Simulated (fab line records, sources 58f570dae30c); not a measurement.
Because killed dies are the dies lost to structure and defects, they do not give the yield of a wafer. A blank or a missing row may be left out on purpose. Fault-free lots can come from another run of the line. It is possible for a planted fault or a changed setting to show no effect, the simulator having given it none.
Which tool is to blame? / flow berkeley_cmos170 / Sampling: 14 lots, 38 wafers, 6 of 331 route steps

## WHAT EACH GAUGE READ, for each wafer
UCB170_PFIELD_OVL_MEAS_06. Usual: PFIELD_OVL 0 nm, standard deviation 5.1.
lot=L584; measured=day 4 12:25; on=overlay-02; PFIELD_OVL (nm)=-2 2 4; flag=
lot=L583; measured=day 4 12:30; on=overlay-01; PFIELD_OVL (nm)=8 4 -2; flag=
lot=L588; measured=day 5 07:49; on=overlay-01; PFIELD_OVL (nm)=3 -3 -1; flag=
lot=L589; measured=day 5 17:28; on=overlay-01; PFIELD_OVL (nm)=10 3 2; flag=
lot=L591; measured=day 6 10:23; on=overlay-02; PFIELD_OVL (nm)=0 -8 -1; flag=
lot=L592; measured=day 6 16:26; on=overlay-02; PFIELD_OVL (nm)=2 2 5; flag=
lot=L594; measured=day 7 01:32; on=overlay-01; PFIELD_OVL (nm)=1 -5 -9; flag=
lot=L595; measured=day 7 01:48; on=overlay-02; PFIELD_OVL (nm)=0 4 4; flag=
lot=L597; measured=day 7 20:10; on=overlay-01; PFIELD_OVL (nm)=6 3 2; flag=
lot=L596; measured=day 7 20:11; on=overlay-02; PFIELD_OVL (nm)=-4; flag=
lot=L598; measured=day 7 20:26; on=overlay-02; PFIELD_OVL (nm)=6 0 5; flag=
lot=L599; measured=day 8 02:29; on=overlay-01; PFIELD_OVL (nm)=3 0 -7; flag=
lot=L602; measured=day 8 15:43; on=overlay-02; PFIELD_OVL (nm)=8; flag=
lot=L600; measured=day 8 16:14; on=overlay-01; PFIELD_OVL (nm)=2 0 -5; flag=

UCB170_NLDD_OVL_MEAS_07. Usual: NLDD_OVL -4 nm, standard deviation 5.9.
lot=L584; measured=day 6 18:10; on=overlay-02; NLDD_OVL (nm)=-2 -7 -10; flag=
lot=L583; measured=day 6 17:55; on=overlay-01; NLDD_OVL (nm)=-10 4 -6; flag=
lot=L588; measured=day 7 11:46; on=overlay-01; NLDD_OVL (nm)=-10 5 -1; flag=
lot=L589; measured=day 7 17:10; on=overlay-01; NLDD_OVL (nm)=-1 -14 1; flag=
lot=L591; measured=day 8 14:38; on=overlay-02; NLDD_OVL (nm)=7 0 4; flag=
lot=L592; measured=day 8 20:21; on=overlay-01; NLDD_OVL (nm)=-6 -5 1; flag=
lot=L594; measured=day 9 02:16; on=overlay-02; NLDD_OVL (nm)=-4 -2 1; flag=
lot=L595; measured=day 9 02:05; on=overlay-02; NLDD_OVL (nm)=-8 -6 -9; flag=
lot=L597; measured=day 9 18:00; on=overlay-01; NLDD_OVL (nm)=-14 -5 -6; flag=
lot=L596; measured=day 9 18:09; on=overlay-02; NLDD_OVL (nm)=6; flag=
lot=L598; measured=day 9 17:02; on=overlay-02; NLDD_OVL (nm)=-8 -2 -2; flag=
lot=L599; measured=day 9 17:19; on=overlay-01; NLDD_OVL (nm)=-2 -4 -7; flag=
lot=L602; measured=day 10 10:41; on=overlay-02; NLDD_OVL (nm)=-12; flag=
lot=L600; measured=day 10 10:56; on=overlay-02; NLDD_OVL (nm)=-5 -10 -8; flag=

UCB170_NSD_CD_MEAS_06 targets a cd of 1200 nm. Usual: 1200.8 nm for cd_nm, sd 1.3.
lot=L584; measured=day 7 04:35; on=cd_sem-01; cd_nm (nm)=1199.8 1200.2 1199.8; flag=
lot=L583; measured=day 7 03:52; on=cd_sem-01; cd_nm (nm)=1201.0 1202.5 1201.6; flag=
lot=L588; measured=day 7 19:22; on=cd_sem-01; cd_nm (nm)=1201.3 1201.7 1201.2; flag=
lot=L589; measured=day 8 03:18; on=cd_sem-02; cd_nm (nm)=1199.9 1200.6 1199.5; flag=
lot=L591; measured=day 8 22:51; on=cd_sem-02; cd_nm (nm)=1201.3 1202.1 1200.2; flag=
lot=L592; measured=day 9 03:21; on=cd_sem-02; cd_nm (nm)=1203.4 1200.7 1201.8; flag=
lot=L594; measured=day 9 08:17; on=cd_sem-02; cd_nm (nm)=1199.9 1199.9 1198.1; flag=
lot=L595; measured=day 9 08:41; on=cd_sem-01; cd_nm (nm)=1203.3 1203.0 1203.0; flag=
lot=L597; measured=day 10 00:25; on=cd_sem-02; cd_nm (nm)=1199.2 1200.6 1200.4; flag=
lot=L596; measured=day 10 00:48; on=cd_sem-02; cd_nm (nm)=1202.1; flag=
lot=L598; measured=day 10 00:10; on=cd_sem-01; cd_nm (nm)=1198.7 1198.5 1197.9; flag=
lot=L599; measured=day 10 00:25; on=cd_sem-01; cd_nm (nm)=1200.4 1200.3 1200.6; flag=
lot=L602; measured=day 10 20:01; on=cd_sem-02; cd_nm (nm)=1202.7; flag=
lot=L600; measured=day 10 19:41; on=cd_sem-01; cd_nm (nm)=1200.7 1200.6 1200.8; flag=

UCB170_M1_RS_MEAS_01: the measuring method here is four-point-probe. Usual: M1_AL_RS 0.0467 ohm/sq, standard deviation 0.00051.
lot=L584; measured=day 7 14:32; on=film_metro-02; M1_AL_RS (ohm/sq)=0.0463 0.0468 0.0462; flag=
lot=L583; measured=day 7 13:32; on=film_metro-04; M1_AL_RS (ohm/sq)=0.0468 0.0463 0.0466; flag=
lot=L588; measured=day 8 02:25; on=film_metro-02; M1_AL_RS (ohm/sq)=0.0456 0.0463 0.0457; flag=
lot=L589; measured=day 8 10:42; on=film_metro-02; M1_AL_RS (ohm/sq)=0.0471 0.0476 0.0473; flag=
lot=L591; measured=day 9 06:39; on=film_metro-03; M1_AL_RS (ohm/sq)=0.0466 0.0461 0.0466; flag=
lot=L592; measured=day 9 12:49; on=film_metro-03; M1_AL_RS (ohm/sq)=0.0469 0.0466 0.0465; flag=
lot=L594; measured=day 9 19:13; on=film_metro-03; M1_AL_RS (ohm/sq)=0.0468 0.0461 0.0461; flag=
lot=L595; measured=day 9 20:11; on=film_metro-02; M1_AL_RS (ohm/sq)=0.0458 0.0469 0.0467; flag=
lot=L597; measured=day 10 08:48; on=film_metro-02; M1_AL_RS (ohm/sq)=0.0468 0.0460 0.0468; flag=
lot=L596; measured=day 10 09:46; on=film_metro-03; M1_AL_RS (ohm/sq)=0.1312 0.1315; flag=OFF
lot=L598; measured=day 10 09:11; on=film_metro-02; M1_AL_RS (ohm/sq)=0.0454 0.0460 0.0463; flag=
lot=L599; measured=day 10 09:10; on=film_metro-03; M1_AL_RS (ohm/sq)=0.0468 0.0467 0.0470; flag=
lot=L602; measured=day 11 04:31; on=film_metro-04; M1_AL_RS (ohm/sq)=0.1303 0.1304; flag=OFF
lot=L600; measured=day 11 03:21; on=film_metro-02; M1_AL_RS (ohm/sq)=0.0469 0.0466 0.0470; flag=

UCB170_M1_THK_MEAS_02: measures by xrf. Usual: M1_AL_THK 619 nm, standard deviation 6.7.
lot=L584; measured=day 7 14:40; on=film_metro-02; M1_AL_THK (nm)=622 615 622; flag=
lot=L583; measured=day 7 13:40; on=film_metro-04; M1_AL_THK (nm)=620 625 617; flag=
lot=L588; measured=day 8 02:31; on=film_metro-02; M1_AL_THK (nm)=632 623 628; flag=
lot=L589; measured=day 8 10:49; on=film_metro-02; M1_AL_THK (nm)=610 603 609; flag=
lot=L591; measured=day 9 06:45; on=film_metro-03; M1_AL_THK (nm)=622 627 627; flag=
lot=L592; measured=day 9 12:56; on=film_metro-03; M1_AL_THK (nm)=620 622 619; flag=
lot=L594; measured=day 9 19:20; on=film_metro-03; M1_AL_THK (nm)=621 627 629; flag=
lot=L595; measured=day 9 20:18; on=film_metro-02; M1_AL_THK (nm)=629 615 620; flag=
lot=L597; measured=day 10 08:55; on=film_metro-02; M1_AL_THK (nm)=616 625 611; flag=
lot=L596; measured=day 10 13:31; on=film_metro-03; M1_AL_THK (nm)=226 228; flag=OFF
lot=L598; measured=day 10 09:18; on=film_metro-02; M1_AL_THK (nm)=630 626 620; flag=
lot=L599; measured=day 10 09:17; on=film_metro-03; M1_AL_THK (nm)=619 618 616; flag=
lot=L602; measured=day 11 06:48; on=film_metro-04; M1_AL_THK (nm)=227 228; flag=OFF
lot=L600; measured=day 11 03:28; on=film_metro-02; M1_AL_THK (nm)=616 619 617; flag=

## WHAT TOOL EACH LOT RAN ON (gives the tool, then ch and the chambers of the sampled wafers, and finally the start)
lot=L584; UCB170_M1_SPUTTER_00=pvd_sputter-03, day 7 14:28
lot=L583; UCB170_M1_SPUTTER_00=pvd_sputter-04, day 7 13:28
lot=L588; UCB170_M1_SPUTTER_00=pvd_sputter-04, day 8 02:19
lot=L589; UCB170_M1_SPUTTER_00=pvd_sputter-01, day 8 10:38
lot=L591; UCB170_M1_SPUTTER_00=pvd_sputter-03, day 9 06:33
lot=L592; UCB170_M1_SPUTTER_00=pvd_sputter-03, day 9 12:44
lot=L594; UCB170_M1_SPUTTER_00=pvd_sputter-01, day 9 19:09
lot=L595; UCB170_M1_SPUTTER_00=pvd_sputter-04, day 9 20:07
lot=L597; UCB170_M1_SPUTTER_00=pvd_sputter-04, day 10 08:44
lot=L596; UCB170_M1_SPUTTER_00=pvd_sputter-04, day 10 09:40
lot=L598; UCB170_M1_SPUTTER_00=pvd_sputter-01, day 10 09:07
lot=L599; UCB170_M1_SPUTTER_00=pvd_sputter-03, day 10 09:07
lot=L602; UCB170_M1_SPUTTER_00=pvd_sputter-04, day 11 04:23
lot=L600; UCB170_M1_SPUTTER_00=pvd_sputter-03, day 11 03:16
- UCB170_M1_SPUTTER_00: material Al, target thk 600 nm, time 80 s.

## AS READ BY THE TOOLS THEMSELVES (means over the sampled wafers that have a number; for cases with no such wafer, the mark the record gives instead)
UCB170_M1_SPUTTER_00. Usual: 29.7 % for throttle_valve_pct, sd 1.1.
lot=L584; tool=pvd_sputter-03; throttle_valve_pct (%)=30.3; flag=
lot=L583; tool=pvd_sputter-04; throttle_valve_pct (%)=28.6; flag=
lot=L588; tool=pvd_sputter-04; throttle_valve_pct (%)=29.1; flag=
lot=L589; tool=pvd_sputter-01; throttle_valve_pct (%)=30.8; flag=
lot=L591; tool=pvd_sputter-03; throttle_valve_pct (%)=30.1; flag=
lot=L592; tool=pvd_sputter-03; throttle_valve_pct (%)=30.0; flag=
lot=L594; tool=pvd_sputter-01; throttle_valve_pct (%)=30.8; flag=
lot=L595; tool=pvd_sputter-04; throttle_valve_pct (%)=29.0; flag=
lot=L597; tool=pvd_sputter-04; throttle_valve_pct (%)=29.2; flag=
lot=L596; tool=pvd_sputter-04; throttle_valve_pct (%)=28.3; flag=
lot=L598; tool=pvd_sputter-01; throttle_valve_pct (%)=30.5; flag=
lot=L599; tool=pvd_sputter-03; throttle_valve_pct (%)=30.1; flag=
lot=L602; tool=pvd_sputter-04; throttle_valve_pct (%)=28.8; flag=
lot=L600; tool=pvd_sputter-03; throttle_valve_pct (%)=30.1; flag=

## THE ANSWER, worked out from the rows above alone
Rule: a lot is off if the mean of its wafers that have a number lies more than 3 standard deviations from the usual mean. A lot without any number at a reading at which 4 lots or more have one is off too. Any other lot the step has rows for is counted as sound. Order of review: gauges by route order, followed by the tools' own readings, for which a lot's mean as printed above is used. At the first step where some lot is off, the reading lying furthest off is the one used; lots without a number count as furthest.
Off: L596, L602, seen at UCB170_M1_RS_MEAS_01 (M1_AL_RS).
If a tool, at a process step before that reading, ran all the lots that are off and no sound lot after the first of them, it fits. Gauges at UCB170_M1_RS_MEAS_01: tried the same way as those tools. One fits: pvd_sputter-04 at UCB170_M1_SPUTTER_00. A fault onset in the window from L597 (day 10 08:44, its last sound lot) to L596 (day 10 09:40, its first lot off) fits.

## WHAT HAD BEEN PUT IN BY THE SIMULATOR
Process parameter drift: pvd_sputter-04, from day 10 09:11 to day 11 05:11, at UCB170_M1_SPUTTER_00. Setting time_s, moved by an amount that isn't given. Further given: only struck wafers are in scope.
Lots struck among those shown: L596, L602. The same result came from the rule above.
